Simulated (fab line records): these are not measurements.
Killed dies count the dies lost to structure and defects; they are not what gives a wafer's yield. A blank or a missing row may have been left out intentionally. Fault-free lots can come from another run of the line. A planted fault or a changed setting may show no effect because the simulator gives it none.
Lot-split experiment | flow berkeley-cmos170 | 23 wafers read from 5 lots, route of 331 steps

SPLIT DETAILS
At UCB170_M3_COAT_10 (resist thk 900 nm), the setting resist-thk-nm was moved away from the recipe's 900 nm on 9 of the 23 wafers read, by -4.7% to +4.9%. All remaining wafers had this setting at the recipe value.

The split's own step is where the reading is taken.

THE READING
KrF_of_M3_COAT_10.thk-nm (the simulator's own value, which no gauge read), in nm, at UCB170_M3_COAT_10 (resist thk 900 nm). The file gives no usual value for it. Here, 14 wafers ran the recipe; their average is 898.4 nm with a standard deviation of 2.1 nm.

wafer  | tool, chamber at the split | resist-thk-nm as run, nm | against the recipe | KrF_of_M3_COAT_10.thk-nm, nm | against lot-mates on the recipe
L077.2 | litho-track-02, 0          | 900                      | recipe             | 897.9                        | -
L077.3 | litho-track-02, 0          | 900                      | recipe             | 898.5                        | -
L077.5 | litho-track-02, 0          | 900                      | recipe             | 900.1                        | -
L081.1 | litho-track-02, 0          | 900                      | recipe             | 900.8                        | -
L081.2 | litho-track-02, 0          | 871.7                    | -3.1%              | 870.6                        | -29.1
L081.4 | litho-track-02, 0          | 900                      | recipe             | 898.6                        | -
L081.5 | litho-track-02, 0          | 871.7                    | -3.1%              | 872.8                        | -26.9
L081.6 | litho-track-02, 0          | 871.7                    | -3.1%              | 871.1                        | -28.6
L083.1 | litho-track-03, 0          | 944.3                    | +4.9%              | 946.3                        | +45.5
L083.2 | litho-track-03, 0          | 944.3                    | +4.9%              | 944.6                        | +43.8
L083.3 | litho-track-03, 0          | 944.3                    | +4.9%              | 946.1                        | +45.3
L083.4 | litho-track-03, 0          | 900                      | recipe             | 902.2                        | -
L083.5 | litho-track-03, 0          | 900                      | recipe             | 899.4                        | -
L082.1 | litho-track-04, 0          | 900                      | recipe             | 897                          | -
L082.2 | litho-track-04, 0          | 900                      | recipe             | 897.6                        | -
L082.3 | litho-track-04, 0          | 900                      | recipe             | 893.7                        | -
L082.4 | litho-track-04, 0          | 900                      | recipe             | 898.6                        | -
L082.5 | litho-track-04, 0          | 900                      | recipe             | 896.1                        | -
L084.1 | litho-track-03, 0          | 900                      | recipe             | 900.7                        | -
L084.3 | litho-track-03, 0          | 857.8                    | -4.7%              | 856                          | -42.8
L084.4 | litho-track-03, 0          | 857.8                    | -4.7%              | 855.3                        | -43.5
L084.5 | litho-track-03, 0          | 900                      | recipe             | 896.8                        | -
L084.6 | litho-track-03, 0          | 857.8                    | -4.7%              | 853.7                        | -45.0

FIT RESULTS
A straight line over all 23 wafers: KrF_of_M3_COAT_10.thk-nm changes by +9.31 nm for each +1% of resist-thk-nm; r = +1.00; the points scatter about the line by 2 nm.
The same after taking each lot's own level away (the mean of its wafers on the recipe; 23 wafers): +9.17 nm for each +1%; r = +1.00; scatter 1.4 nm.
According to that fit, moving resist-thk-nm by its largest amount changes the reading by 45 nm.
From 896.60 to 900.80 nm: that is the span of the lots' own levels, equal to 2.0 times the standard deviation above.
The two slopes are in agreement: the lot-to-lot level therefore moves the slope only a little.
Check: with one of the wafers moved furthest among these (+4.9%) left out of the fit, the line predicts +45 nm for it against its lot-mates. It came out at +45.5 nm against them.

OTHER SPLITS APPLIED TO THESE WAFERS
Note: prior to the reading, these wafers also went through further splits. Each is held against what the fit with the lots' levels taken away leaves over:
other split on the same wafers | wafers away from the commonest value | r with KrF_of_M3_COAT_10.thk-nm (lot level and that fit taken away)
UCB170_M2_PEB_13 peb-temp-c    | 4                                    | -0.16
UCB170_V2_CVD_00 time-s        | 7                                    | -0.14
UCB170_V2_ETCH_14 time-s       | 6                                    | -0.10

THE WHOLE CHAIN: every reading that the file lists as answering this split, in the file's order
step                    | what it does                                                           | reading                                                                   | change (the file's fit)                                                             | r (the file's)
UCB170_M3_COAT_10       | resist thk 900 nm                                                      | KrF_of_M3_COAT_10.thk-nm (the simulator's own value, which no gauge read) | +9.17 nm for each +1% of the setting                                                | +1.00
UCB170_M3_METAL_ETCH_18 | etches Al in Cl2/BCl3, stops on SiO2, target depth 1170 nm, time 195 s | KrF_of_M3_COAT_10.thk-nm (the simulator's own value, which no gauge read) | +9.7 nm for each +1% of the setting, in a fit together with time-s@M3_METAL_ETCH_18 | 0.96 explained

FILE'S OWN FIT
KrF_of_M3_COAT_10.thk-nm changes by +9.17 nm for each +1% of resist-thk-nm, r = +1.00.
